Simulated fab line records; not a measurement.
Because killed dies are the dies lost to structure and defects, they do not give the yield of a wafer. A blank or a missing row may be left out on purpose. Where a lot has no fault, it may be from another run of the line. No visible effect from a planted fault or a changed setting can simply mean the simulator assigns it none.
fab line records -- flow rit-cmos
record lots=14, wafers=42, last-day=7
route steps=202 shown FOX2@26
lots that met no fault: from a run of the same line without faults
start-h: hours from the record's first day to the start of the lot's first wafer shown -- wait-h: time in hours since the lot's previous step -- " same as the row above -- L1.1+2: a row that stands for several wafers -- - no value, or no start was given -- * or withheld: withheld -- < > ~ a bound
route shown NAME@n: names a module that has steps shown in the file, with the first one's number in the route -- usual: mean/standard deviation taken from wafers without a fault -- same: alike in all rows -- chamber/n: place in a boat -- sites: per-site readings -- _std_site: standard deviation of those values -- _edge_site: mean of outer sites minus mean of inner sites -- radius-mm: for every site, how far away it sits from the centre of the wafer -- mask NAME#n: copy n -- behind: the most recent tool/chamber to have shaped the wafer -- hold: the reason the lot was held/the length of the hold in hours/how it ended -- device: the n, p or np transistor that did not switch -- end of line: the same wafers' tests at the end of the route -- where a step has no rows: the recipe by itself -- killed: dies that structure and defects cost at the first sort, which is not the same as the wafer's yield -- map: a wafer's dies, x killed, . not, _ none there
set.NAME: the setting the step ran with; set.NAME@STEP: the setting that earlier step ran with -- model.NAME: the simulator's own value behind a step, which no gauge read
the route's steps for a sample of lots (tables are steps, rows are wafers)
services: a tool's chamber out of use, with start hour (start-h, from the record's first day; less than 0 if before it), hours out, and reason
## steps
# step RIT_FOX2_WET_ETCH_03
# recipe chemistry=H3PO4, target=Si3N4, target-depth-nm=195, temp-c=165, time-s=2700
# usual run-length-s=2729/3.8
lot.wafer,tool,chamber,start-h,wait-h,run-length-s
L238.3,wet-bench-03,2,24.64,0.0,2725
L238.5,wet-bench-03,2,24.64,0.0,2725
L238.6,wet-bench-03,2,24.64,0.0,2725
L239.1,wet-bench-03,0,29.09,0.0,2728
L239.2,wet-bench-03,0,29.09,0.0,2728
L239.4,wet-bench-03,0,29.09,0.0,2728
L240.2,wet-bench-04,2,34.14,0.0,2735
L240.3,wet-bench-04,2,34.14,0.0,2735
L240.6,wet-bench-04,2,34.14,0.0,2735
L241.2,wet-bench-04,0,37.92,0.0,2733
L241.3,wet-bench-04,0,37.92,0.0,2733
L241.5,wet-bench-04,0,37.92,0.0,2733
L242.1,wet-bench-03,2,41.79,0.0,2723
L242.3,wet-bench-03,2,41.79,0.0,2723
L242.6,wet-bench-03,2,41.79,0.0,2723
L243.3,wet-bench-04,2,47.10,0.0,2735
L243.4,wet-bench-04,2,47.10,0.0,2735
L243.5,wet-bench-04,2,47.10,0.0,2735
L244.1,wet-bench-04,2,50.96,0.0,2727
L244.3,wet-bench-04,2,50.96,0.0,2727
L244.6,wet-bench-04,2,50.96,0.0,2727
L245.1,wet-bench-02,1,55.72,0.0,2734
L245.4,wet-bench-02,1,55.72,0.0,2734
L245.6,wet-bench-02,1,55.72,0.0,2734
L255.2,wet-bench-02,1,110.00,0.0,2819
L255.3,wet-bench-02,1,110.00,0.0,2819
L255.6,wet-bench-02,1,110.00,0.0,2819
L256.2,wet-bench-02,2,112.32,0.0,2816
L256.5,wet-bench-02,2,112.32,0.0,2816
L256.6,wet-bench-02,2,112.32,0.0,2816
L257.2,wet-bench-04,1,120.57,0.0,2731
L257.3,wet-bench-04,1,120.57,0.0,2731
L257.4,wet-bench-04,1,120.57,0.0,2731
L258.1,wet-bench-04,0,121.89,0.0,2732
L258.5,wet-bench-04,0,121.89,0.0,2732
L258.6,wet-bench-04,0,121.89,0.0,2732
L260.2,wet-bench-04,3,131.57,0.0,2733
L260.4,wet-bench-04,3,131.57,0.0,2733
L260.6,wet-bench-04,3,131.57,0.0,2733
L261.3,wet-bench-03,3,136.50,0.0,2727
L261.5,wet-bench-03,3,136.50,0.0,2727
L261.6,wet-bench-03,3,136.50,0.0,2727
## services
tool,chamber,start-h,hours,kind
wet-bench-03,-,105.54,1.9,repair
## key
first-sign step=RIT_FOX2_WET_ETCH_03, reading=run-length-s, direction=up, sigmas=23, usual=*, struck=*
effect none on later readings
met-at RIT_FOX2_WET_ETCH_03
struck-lots L255,L256
tester-left-out L255,L256
onset-between 55.72 110.00
fault kind=process-parameter-drift, tool=wet-bench-02, chamber=-, onset-h=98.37, steps=RIT_FOX2_WET_ETCH_03, channel=time-s, offset=*, shape=step, end-h=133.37, acts-in=*, stated=*
# tester-left-out: of these lots the tester's yield and bins aren't shown, on N5 and GAA mostly nor the transistor test; their killed dies are dies lost to structure and defects alone, not to doping, threshold or leakage, so they don't give the yield
